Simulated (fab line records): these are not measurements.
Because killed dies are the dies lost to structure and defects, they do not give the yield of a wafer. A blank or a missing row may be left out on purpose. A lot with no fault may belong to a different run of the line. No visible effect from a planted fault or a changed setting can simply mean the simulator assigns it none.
fab line records ; flow rit-cmos
[record] lots = 15; wafers = 45; last-day = 7
route steps=202 shown ACTIVE@12 FOX2@23 CONTACT@180 M1@186
lots with no fault: from the same line, run without faults
start-h: hours from the record's first day to the start of the lot's first wafer shown ; wait-h: time in hours since the lot's previous step ; " unchanged from the row above ; L1.1+2: a single row standing in for several wafers ; - value missing, or start not given ; * or withheld: withheld ; < > ~ a bound
route shown NAME@n: NAME is a module with steps in the file, n the number in the route of the first one ; usual: average and standard deviation across the fault-free wafers ; same: alike in all rows ; chamber/n: place in a boat ; sites: per-site readings ; _std_site: their standard deviation ; _edge_site: outer sites' mean less inner sites' ; radius-mm: how far each site lies from the wafer's centre ; mask NAME#n: copy n ; behind: the tool/chamber that last shaped the wafer ; hold: the reason the lot was held/the length of the hold in hours/how it ended ; device: the n, p or np transistor that did not switch ; end of line: the route-end tests of the same wafers ; for a step that has no rows: nothing shown but its recipe ; killed: dies lost to structure and defects at the first sort, not the wafer's yield ; map: shows each die of a wafer: x if killed, . if not, _ if none is there
set.NAME: the setting the step ran with; set.NAME@STEP: the setting that earlier step ran with ; model.NAME: the simulator's own value behind a step, which no gauge read
the route's steps for a sample of lots (tables are steps, rows are wafers)
services: the hour from which a tool's chamber was out of use, counted from the record's first day as start-h (under 0 if before that day), plus the number of hours and why
[[steps]]
[step RIT_ACTIVE_CD_MEAS_11]
[recipe] target-cd-nm = 1400
[usual] cd-nm = 1399.8/2.5
lot.wafer;tool;chamber;start-h;wait-h;cd-nm
L433.1;cd-sem-02;-;14.61;-;1399.3
L433.3;cd-sem-02;-;14.61;-;1397.6
L433.5;cd-sem-02;-;14.61;-;1399.1
L434.1;cd-sem-02;-;20.08;-;1401.0
L434.2;cd-sem-02;-;20.08;-;1400.4
L434.4;cd-sem-02;-;20.08;-;1400.9
L435.2;cd-sem-02;-;24.58;-;1399.5
L435.3;cd-sem-02;-;24.58;-;1398.3
L435.4;cd-sem-02;-;24.58;-;1397.6
L436.1;cd-sem-02;-;29.63;-;1401.6
L436.4;cd-sem-02;-;29.63;-;1399.9
L436.6;cd-sem-02;-;29.63;-;1397.0
L438.2;cd-sem-02;-;39.90;-;1404.4
L438.3;cd-sem-02;-;39.90;-;1404.9
L438.5;cd-sem-02;-;39.90;-;1402.1
L445.2;cd-sem-01;-;74.46;-;1392.6
L445.4;cd-sem-01;-;74.46;-;1393.6
L445.5;cd-sem-01;-;74.46;-;1392.8
L446.2;cd-sem-01;-;79.46;-;1400.8
L446.3;cd-sem-01;-;79.46;-;1396.1
L446.4;cd-sem-01;-;79.46;-;1397.0
L447.1;cd-sem-01;-;84.56;-;1401.1
L447.4;cd-sem-01;-;84.56;-;1403.2
L447.5;cd-sem-01;-;84.56;-;1400.3
L448.1;cd-sem-02;-;89.44;-;1404.9
L448.2;cd-sem-02;-;89.44;-;1403.2
L448.4;cd-sem-02;-;89.44;-;1404.0
L449.1;cd-sem-02;-;94.44;-;1403.4
L449.3;cd-sem-02;-;94.44;-;1401.1
L449.5;cd-sem-02;-;94.44;-;1401.7
L451.1;cd-sem-02;-;104.44;-;1397.4
L451.4;cd-sem-02;-;104.44;-;1397.6
L451.5;cd-sem-02;-;104.44;-;1397.8
L452.1;cd-sem-01;-;110.27;-;1402.7
L452.5;cd-sem-01;-;110.27;-;1401.7
L452.6;cd-sem-01;-;110.27;-;1400.1
L453.2;cd-sem-01;-;114.46;-;1396.9
L453.3;cd-sem-01;-;114.46;-;1399.8
L453.6;cd-sem-01;-;114.46;-;1399.0
L454.1;cd-sem-01;-;119.44;-;1400.7
L454.2;cd-sem-01;-;119.44;-;1398.7
L454.5;cd-sem-01;-;119.44;-;1396.9
L456.2;cd-sem-01;-;129.46;-;1395.7
L456.4;cd-sem-01;-;129.46;-;1397.4
L456.5;cd-sem-01;-;129.46;-;1396.5
[step RIT_FOX2_OXIDATION_00]
[recipe] temp-c = 1100; ambient = H2O; target-thk-a = 3507; p-h2o-torr = 720; ox-time-s = 1130
[usual] ox-temp-c = 1100.1/0.47; ox-temp-c-max = 1105.0/0.98; spike-tc-source-C = 1126/3.4
lot.wafer;tool;chamber;start-h;wait-h;ox-temp-c;ox-temp-c-max;spike-tc-source-C
L433.1;furnace-01;0;17.50;0.0;1099.7;1103.6;1124
L433.3;furnace-01;0;17.50;0.0;1099.4;1103.4;1124
L433.5;furnace-01;0;17.50;0.0;1100.1;1103.9;1122
L434.1;furnace-01;0;23.78;0.2;1100.8;1104.7;1123
L434.2;furnace-01;0;23.78;0.2;1100.3;1105.0;1124
L434.4;furnace-01;0;23.78;0.2;1100.5;1104.5;1122
L435.2;furnace-04;0;27.25;0.0;1100.8;1105.3;1124
L435.3;furnace-04;0;27.25;0.0;1100.5;1105.0;1125
L435.4;furnace-04;0;27.25;0.0;1099.8;1104.6;1126
L436.1;furnace-04;0;34.57;0.9;1100.3;1106.1;1125
L436.4;furnace-04;0;34.57;0.9;1099.6;1105.1;1125
L436.6;furnace-04;0;34.57;0.9;1100.5;1104.9;1125
L438.2;furnace-04;0;42.96;0.0;1099.6;1105.0;1124
L438.3;furnace-04;0;42.96;0.0;1099.8;1104.4;1124
L438.5;furnace-04;0;42.96;0.0;1099.6;1104.0;1125
L445.2;furnace-04;-;77.00;0.0;-;-;-
L445.4;furnace-04;-;77.00;0.0;-;-;-
L445.5;furnace-04;-;77.00;0.0;-;-;-
L446.2;furnace-04;-;82.91;0.9;-;-;-
L446.3;furnace-04;-;82.91;0.9;-;-;-
L446.4;furnace-04;-;82.91;0.9;-;-;-
L447.1;furnace-04;-;87.14;0.0;-;-;-
L447.4;furnace-04;-;87.14;0.0;-;-;-
L447.5;furnace-04;-;87.14;0.0;-;-;-
L448.1;furnace-01;0;92.01;0.0;1100.2;1104.6;1124
L448.2;furnace-01;0;92.01;0.0;1100.2;1103.8;1121
L448.4;furnace-01;0;92.01;0.0;1100.0;1104.1;1122
L449.1;furnace-01;0;97.01;0.0;1099.9;1103.5;1122
L449.3;furnace-01;0;97.01;0.0;1100.5;1105.3;1123
L449.5;furnace-01;0;97.01;0.0;1099.5;1102.9;1123
L451.1;furnace-04;0;107.41;0.0;1100.4;1106.1;1123
L451.4;furnace-04;0;107.41;0.0;1100.4;1106.6;1125
L451.5;furnace-04;0;107.41;0.0;1100.6;1106.6;1125
L452.1;furnace-02;0;112.91;0.1;1099.8;1105.3;1129
L452.5;furnace-02;0;112.91;0.1;1100.5;1104.5;1131
L452.6;furnace-02;0;112.91;0.1;1100.5;1105.8;1133
L453.2;furnace-02;0;117.85;0.8;1099.7;1105.8;1130
L453.3;furnace-02;0;117.85;0.8;1099.8;1104.5;1131
L453.6;furnace-02;0;117.85;0.8;1100.0;1105.8;1130
L454.1;furnace-01;0;122.03;0.0;1100.2;1103.4;1122
L454.2;furnace-01;0;122.03;0.0;1099.7;1102.9;1122
L454.5;furnace-01;0;122.03;0.0;1099.9;1103.4;1120
L456.2;furnace-02;0;133.45;0.7;1100.6;1105.4;1131
L456.4;furnace-02;0;133.45;0.7;1100.8;1105.9;1130
L456.5;furnace-02;0;133.45;0.7;1100.2;1104.5;1131
[step RIT_CONTACT_STRIP_12]
[recipe] chemistry = O2; time-s = 180; resist = NOVOLAK; platen-temp-c = withheld; power-w = 500; pressure-mtorr = 4000; o2-flow-sccm = 4000
[usual] drypump-motor-current-A = 5.4/0.53
lot.wafer;tool;chamber;start-h;wait-h;drypump-motor-current-A;rf-hours-counter-h
L433.1;plasma-asher-03;0;53.83;0.1;5.8;43
L433.3;plasma-asher-03;1;53.83;0.1;4.8;-
L433.5;plasma-asher-03;1;53.83;0.1;4.8;-
L434.1;plasma-asher-02;1;58.40;0.1;4.9;25
L434.2;plasma-asher-02;0;58.40;0.1;6.1;25
L434.4;plasma-asher-02;0;58.40;0.1;6.1;-
L435.2;plasma-asher-03;1;63.47;0.1;4.8;44
L435.3;plasma-asher-03;1;63.47;0.1;4.8;-
L435.4;plasma-asher-03;0;63.47;0.1;5.8;-
L436.1;plasma-asher-03;0;71.40;0.1;5.8;45
L436.4;plasma-asher-03;1;71.40;0.1;4.8;-
L436.6;plasma-asher-03;1;71.40;0.1;4.8;-
L438.2;plasma-asher-01;0;78.26;0.1;5.4;45
L438.3;plasma-asher-01;0;78.26;0.1;5.4;-
L438.5;plasma-asher-01;0;78.26;0.1;5.4;-
L448.1;plasma-asher-02;0;126.72;0.1;6.1;32
L448.2;plasma-asher-02;1;126.72;0.1;4.9;32
L448.4;plasma-asher-02;0;126.72;0.1;6.1;-
L449.1;plasma-asher-02;1;131.41;0.1;4.9;33
L449.3;plasma-asher-02;1;131.41;0.1;4.9;-
L449.5;plasma-asher-02;0;131.41;0.1;6.1;-
L451.1;plasma-asher-02;0;144.70;0.1;6.1;34
L451.4;plasma-asher-02;1;144.70;0.1;4.9;-
L451.5;plasma-asher-02;0;144.70;0.1;6.1;-
L452.1;plasma-asher-02;0;147.94;0.1;6.1;35
L452.5;plasma-asher-02;0;147.94;0.1;6.1;-
L452.6;plasma-asher-02;1;147.94;0.1;4.9;-
L453.2;plasma-asher-03;0;152.82;0.1;5.8;53
L453.3;plasma-asher-03;0;152.82;0.1;5.8;-
L453.6;plasma-asher-03;0;152.82;0.1;5.8;-
L454.1;plasma-asher-03;0;157.49;0.1;5.8;54
L454.2;plasma-asher-03;1;157.49;0.1;4.8;54
L454.5;plasma-asher-03;1;157.49;0.1;4.8;-
L456.2;plasma-asher-03;1;168.84;0.1;4.8;55
L456.4;plasma-asher-03;1;168.84;0.1;4.8;-
L456.5;plasma-asher-03;1;168.84;0.1;4.8;-
[step RIT_M1_THK_MEAS_02]
[recipe] thk-meas-gauge = xrf; reads = Al_of_M1_SPUTTER_00
[usual] M1_AL_THK = 401/4.7
lot.wafer;tool;chamber;start-h;wait-h;M1_AL_THK[nm]
L433.1;film-metro-01;-;54.89;0.1;405
L433.3;film-metro-01;-;54.89;0.1;406
L433.5;film-metro-01;-;54.89;0.1;404
L434.1;film-metro-02;-;59.45;0.1;401
L434.2;film-metro-02;-;59.45;0.1;400
L434.4;film-metro-02;-;59.45;0.1;399
L435.2;film-metro-02;-;64.57;0.1;406
L435.3;film-metro-02;-;64.57;0.1;410
L435.4;film-metro-02;-;64.57;0.1;404
L436.1;film-metro-04;-;72.46;0.1;401
L436.4;film-metro-04;-;72.46;0.1;399
L436.6;film-metro-04;-;72.46;0.1;396
L438.2;film-metro-02;-;79.34;0.1;395
L438.3;film-metro-02;-;79.34;0.1;396
L438.5;film-metro-02;-;79.34;0.1;400
L448.1;film-metro-02;-;127.95;0.1;399
L448.2;film-metro-02;-;127.95;0.1;399
L448.4;film-metro-02;-;127.95;0.1;399
L449.1;film-metro-04;-;132.47;0.1;406
L449.3;film-metro-04;-;132.47;0.1;403
L449.5;film-metro-04;-;132.47;0.1;401
L451.1;film-metro-01;-;145.77;0.1;403
L451.4;film-metro-01;-;145.77;0.1;398
L451.5;film-metro-01;-;145.77;0.1;403
L452.1;film-metro-02;-;149.02;0.1;401
L452.5;film-metro-02;-;149.02;0.1;398
L452.6;film-metro-02;-;149.02;0.1;400
L453.2;film-metro-04;-;153.89;0.1;400
L453.3;film-metro-04;-;153.89;0.1;403
L453.6;film-metro-04;-;153.89;0.1;402
L454.1;film-metro-01;-;158.55;0.1;399
L454.2;film-metro-01;-;158.55;0.1;393
L454.5;film-metro-01;-;158.55;0.1;397
L456.2;film-metro-04;-;169.91;0.1;408
L456.4;film-metro-04;-;169.91;0.1;410
L456.5;film-metro-04;-;169.91;0.1;409
[[services]]
tool;chamber;start-h;hours;kind
furnace-01;-;13.27;2.9;pm
plasma-asher-02;-;24.19;15.5;repair
furnace-04;-;59.94;3.0;pm
furnace-02;-;114.22;2.1;pm
plasma-asher-01;-;141.83;6.1;repair
plasma-asher-01;-;142.26;2.1;repair
plasma-asher-03;-;145.22;4.3;pm
furnace-02;-;149.58;3.9;pm
furnace-04;-;155.02;2.4;repair
[[key]]
[first-sign] step = RIT_FOX2_OXIDATION_00; reading = tool-record; direction = missing
effect none on later readings
met-at RIT_FOX2_OXIDATION_00
struck-lots L445,L446,L447
later-rows-left-out L445.2,L445.4,L445.5,L446.2,L446.3,L446.4,L447.1,L447.4,L447.5
sort-left-out L445.2,L445.4,L445.5,L446.2,L446.3,L446.4,L447.1,L447.4,L447.5
tester-left-out L445,L446,L447
not-acting-at RIT_ACTIVE_CD_MEAS_11,RIT_CONTACT_STRIP_12,RIT_M1_THK_MEAS_02
onset-between 42.96 77.00
[fault] kind = skipped-step-whole; tool = furnace-04; chamber = -; onset-h = 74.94; steps = RIT_FOX2_OXIDATION_00; scope = struck-lots-only
// tester-left-out: of these lots the tester's yield and bins aren't shown, on N5 and GAA mostly nor the transistor test; their killed dies are dies lost to structure and defects alone, not to doping, threshold or leakage, so they don't give the yield
// sort-left-out: the simulated sort isn't trusted on such a fault, so these wafers' sort isn't shown, and their yield isn't known
// later-rows-left-out: the simulator's readings of these wafers behind a module that went badly wrong aren't trusted and aren't shown, but for the sort
